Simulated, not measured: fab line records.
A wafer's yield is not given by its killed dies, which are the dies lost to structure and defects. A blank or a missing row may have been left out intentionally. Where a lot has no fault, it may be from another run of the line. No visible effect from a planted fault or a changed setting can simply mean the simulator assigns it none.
Which tool was responsible? / flow berkeleyCmos170 / 45 wafers from 15 lots sampled at 5 of the route's 331 steps

WHAT THE GAUGES READ, wafer by wafer
UCB170_PWELL_THK_MEAS_03.
lot=L151; measured=day 3 00:41; on=filmMetro-01; PWELL_OXIDE_THK (nm)=26.7 26.3 26.7
lot=L152; measured=day 3 04:37; on=filmMetro-01; PWELL_OXIDE_THK (nm)=26.0 26.3 26.0
lot=L153; measured=day 3 04:38; on=filmMetro-02; PWELL_OXIDE_THK (nm)=25.9 25.6 25.9
lot=L155; measured=day 3 17:00; on=filmMetro-02; PWELL_OXIDE_THK (nm)=26.4 26.6 26.7
lot=L157; measured=day 4 00:45; on=filmMetro-01; PWELL_OXIDE_THK (nm)=25.6 25.6 25.7
lot=L159; measured=day 4 09:11; on=filmMetro-01; PWELL_OXIDE_THK (nm)=25.9 25.8 26.2
lot=L160; measured=day 4 17:47; on=filmMetro-04; PWELL_OXIDE_THK (nm)=26.1 26.0 26.1
lot=L162; measured=day 5 03:25; on=filmMetro-02; PWELL_OXIDE_THK (nm)=26.1 26.3 26.1
lot=L161; measured=day 5 03:25; on=filmMetro-04; PWELL_OXIDE_THK (nm)=26.7 26.5 26.8
lot=L164; measured=day 5 13:15; on=filmMetro-02; PWELL_OXIDE_THK (nm)=25.5 26.2 25.6
lot=L166; measured=day 6 07:43; on=filmMetro-01; PWELL_OXIDE_THK (nm)=25.9 25.6 25.5
lot=L169; measured=day 6 17:40; on=filmMetro-04; PWELL_OXIDE_THK (nm)=26.0 26.0 25.7
lot=L170; measured=day 6 20:40; on=filmMetro-01; PWELL_OXIDE_THK (nm)=26.1 26.4 26.1
lot=L172; measured=day 7 01:11; on=filmMetro-04; PWELL_OXIDE_THK (nm)=26.6 26.6 26.7
lot=L173; measured=day 7 16:04; on=filmMetro-01; PWELL_OXIDE_THK (nm)=26.6 26.4 26.5

UCB170_PWELL_THK_MEAS_06.
lot=L151; measured=day 3 05:13; on=filmMetro-02; PWELL_NITRIDE_THK (nm)=215.8 218.1 216.8
lot=L152; measured=day 3 09:17; on=filmMetro-01; PWELL_NITRIDE_THK (nm)=221.1 221.0 223.1
lot=L153; measured=day 3 09:19; on=filmMetro-02; PWELL_NITRIDE_THK (nm)=217.7 218.9 215.3
lot=L155; measured=day 3 22:06; on=filmMetro-01; PWELL_NITRIDE_THK (nm)=222.3 221.9 222.3
lot=L157; measured=day 4 06:46; on=filmMetro-04; PWELL_NITRIDE_THK (nm)=219.5 222.2 219.3
lot=L159; measured=day 4 15:21; on=filmMetro-02; PWELL_NITRIDE_THK (nm)=217.5 217.2 218.9
lot=L160; measured=day 4 22:37; on=filmMetro-04; PWELL_NITRIDE_THK (nm)=220.9 218.7 219.8
lot=L162; measured=day 5 13:49; on=filmMetro-01; PWELL_NITRIDE_THK (nm)=221.4 220.6 220.2
lot=L161; measured=day 5 13:49; on=filmMetro-02; PWELL_NITRIDE_THK (nm)=221.9 219.6 219.8
lot=L164; measured=day 5 21:28; on=filmMetro-04; PWELL_NITRIDE_THK (nm)=219.6 218.7 217.6
lot=L166; measured=day 6 12:49; on=filmMetro-01; PWELL_NITRIDE_THK (nm)=219.5 219.7 219.3
lot=L169; measured=day 6 23:35; on=filmMetro-01; PWELL_NITRIDE_THK (nm)=218.6 220.5 221.3
lot=L170; measured=day 7 00:32; on=filmMetro-04; PWELL_NITRIDE_THK (nm)=220.9 220.8 220.5
lot=L172; measured=day 7 06:43; on=filmMetro-04; PWELL_NITRIDE_THK (nm)=224.6 224.8 224.2
lot=L173; measured=day 7 20:54; on=filmMetro-04; PWELL_NITRIDE_THK (nm)=221.3 221.7 223.9

UCB170_PFIELD_TW_MEAS_09.
lot=L151; measured=day 4 11:50; on=filmMetro-03; PFIELD_TW=604 600 600
lot=L152; measured=day 4 15:52; on=filmMetro-01; PFIELD_TW=604 605 606
lot=L153; measured=day 4 16:39; on=filmMetro-01; PFIELD_TW=600 601 600
lot=L155; measured=day 5 00:10; on=filmMetro-04; PFIELD_TW=596 596 596
lot=L157; measured=day 5 15:59; on=filmMetro-03; PFIELD_TW=599 603 599
lot=L159; measured=day 6 10:29; on=filmMetro-03; PFIELD_TW=601 601 602
lot=L160; measured=day 6 11:07; on=filmMetro-01; PFIELD_TW=744 744 745 753 746 750
lot=L162; measured=day 7 00:58; on=filmMetro-01; PFIELD_TW=603 605 604
lot=L161; measured=day 7 01:45; on=filmMetro-04; PFIELD_TW=595 596 594
lot=L164; measured=day 7 01:25; on=filmMetro-01; PFIELD_TW=754 750 748 748 749 747
lot=L166; measured=day 8 07:20; on=filmMetro-01; PFIELD_TW=746 747 746 743 743 745
lot=L169; measured=day 8 14:23; on=filmMetro-04; PFIELD_TW=601 603 601
lot=L170; measured=day 8 14:30; on=filmMetro-03; PFIELD_TW=599 599 599
lot=L172; measured=day 8 14:46; on=filmMetro-03; PFIELD_TW=598 601 596
lot=L173; measured=day 8 22:08; on=filmMetro-01; PFIELD_TW=599 598 598

UCB170_SACOX_THK_MEAS_02.
lot=L151; measured=day 5 10:40; on=filmMetro-03; SACOX_OXIDE_THK (nm)=14.34 14.20 14.34
lot=L152; measured=day 5 10:39; on=filmMetro-02; SACOX_OXIDE_THK (nm)=14.14 14.26 14.19
lot=L153; measured=day 5 10:41; on=filmMetro-01; SACOX_OXIDE_THK (nm)=14.31 13.95 14.19
lot=L155; measured=day 5 22:34; on=filmMetro-03; SACOX_OXIDE_THK (nm)=14.71 14.86 14.64
lot=L157; measured=day 6 17:27; on=filmMetro-01; SACOX_OXIDE_THK (nm)=14.36 14.63 14.38
lot=L159; measured=day 7 00:17; on=filmMetro-01; SACOX_OXIDE_THK (nm)=14.64 14.25 14.45
lot=L162; measured=day 7 16:28; on=filmMetro-03; SACOX_OXIDE_THK (nm)=14.35 14.39 14.56
lot=L161; measured=day 7 16:23; on=filmMetro-02; SACOX_OXIDE_THK (nm)=14.02 14.04 14.31
lot=L169; measured=day 9 04:59; on=filmMetro-01; SACOX_OXIDE_THK (nm)=14.82 15.00 14.67
lot=L170; measured=day 9 05:00; on=filmMetro-03; SACOX_OXIDE_THK (nm)=14.70 14.56 14.86
lot=L172; measured=day 9 05:03; on=filmMetro-03; SACOX_OXIDE_THK (nm)=14.42 14.69 14.32
lot=L173; measured=day 9 12:20; on=filmMetro-03; SACOX_OXIDE_THK (nm)=14.30 14.26 14.26

WHAT TOOL EACH LOT RAN ON (gives the tool, then ch and the chambers of the sampled wafers, and finally the start)
lot=L151; UCB170_PFIELD_IMPLANT_07=implanter-02 ch 0, day 4 11:36
lot=L152; UCB170_PFIELD_IMPLANT_07=implanter-01 ch 0, day 4 15:37
lot=L153; UCB170_PFIELD_IMPLANT_07=implanter-04 ch 0, day 4 16:27
lot=L155; UCB170_PFIELD_IMPLANT_07=implanter-04 ch 0, day 4 23:55
lot=L157; UCB170_PFIELD_IMPLANT_07=implanter-04 ch 0, day 5 15:46
lot=L159; UCB170_PFIELD_IMPLANT_07=implanter-01 ch 0, day 6 10:14
lot=L160; UCB170_PFIELD_IMPLANT_07=implanter-02 ch 0, day 6 10:18
lot=L162; UCB170_PFIELD_IMPLANT_07=implanter-04 ch 0, day 7 00:44
lot=L161; UCB170_PFIELD_IMPLANT_07=implanter-04 ch 0, day 7 01:30
lot=L164; UCB170_PFIELD_IMPLANT_07=implanter-04 ch 0, day 7 00:52
lot=L166; UCB170_PFIELD_IMPLANT_07=implanter-02 ch 0, day 8 06:47
lot=L169; UCB170_PFIELD_IMPLANT_07=implanter-01 ch 0, day 8 14:08
lot=L170; UCB170_PFIELD_IMPLANT_07=implanter-04 ch 0, day 8 14:16
lot=L172; UCB170_PFIELD_IMPLANT_07=implanter-04 ch 0, day 8 14:31
lot=L173; UCB170_PFIELD_IMPLANT_07=implanter-01 ch 0, day 8 21:54
- UCB170_PFIELD_IMPLANT_07

AS READ BY THE TOOLS THEMSELVES (means over the sampled wafers that have a number; for cases with no such wafer, the mark the record gives instead)
The record holds no such reading with a usual standard deviation.

THE ANSWER, worked out from the rows above alone
Rule: the lots themselves supply what counts as usual. Put in order of their means at a reading, lots are off if they are a third of the lots or fewer, leave a main group of 4 or more, and stand apart from it by a gap of 3 or more times the standard deviation of the main group's means; of several such gaps the widest counts. If all means in a main group match to the digits the tables above print for the reading, that group is not used. A lot without any number at a reading at which 4 lots or more have one is off too. Any other lot the step has rows for is counted as sound. After the gauges, taken in route order, come the tools' own readings; for these a lot's mean is taken, as printed above. At the first step where some lot is off, the reading lying furthest off is the one used; lots without a number count as furthest.
Off: at UCB170_PFIELD_TW_MEAS_09 (PFIELD_TW), L160, L164, L166. The main group has a mean of 600 with a standard deviation of 2.8.
A tool fits if, at a process step before that reading, it ran every lot that is off, and no sound lot after the first of them. Gauges at UCB170_PFIELD_TW_MEAS_09: tried the same way as those tools. Of those tried, none fits.

WHAT HAD BEEN PUT IN BY THE SIMULATOR
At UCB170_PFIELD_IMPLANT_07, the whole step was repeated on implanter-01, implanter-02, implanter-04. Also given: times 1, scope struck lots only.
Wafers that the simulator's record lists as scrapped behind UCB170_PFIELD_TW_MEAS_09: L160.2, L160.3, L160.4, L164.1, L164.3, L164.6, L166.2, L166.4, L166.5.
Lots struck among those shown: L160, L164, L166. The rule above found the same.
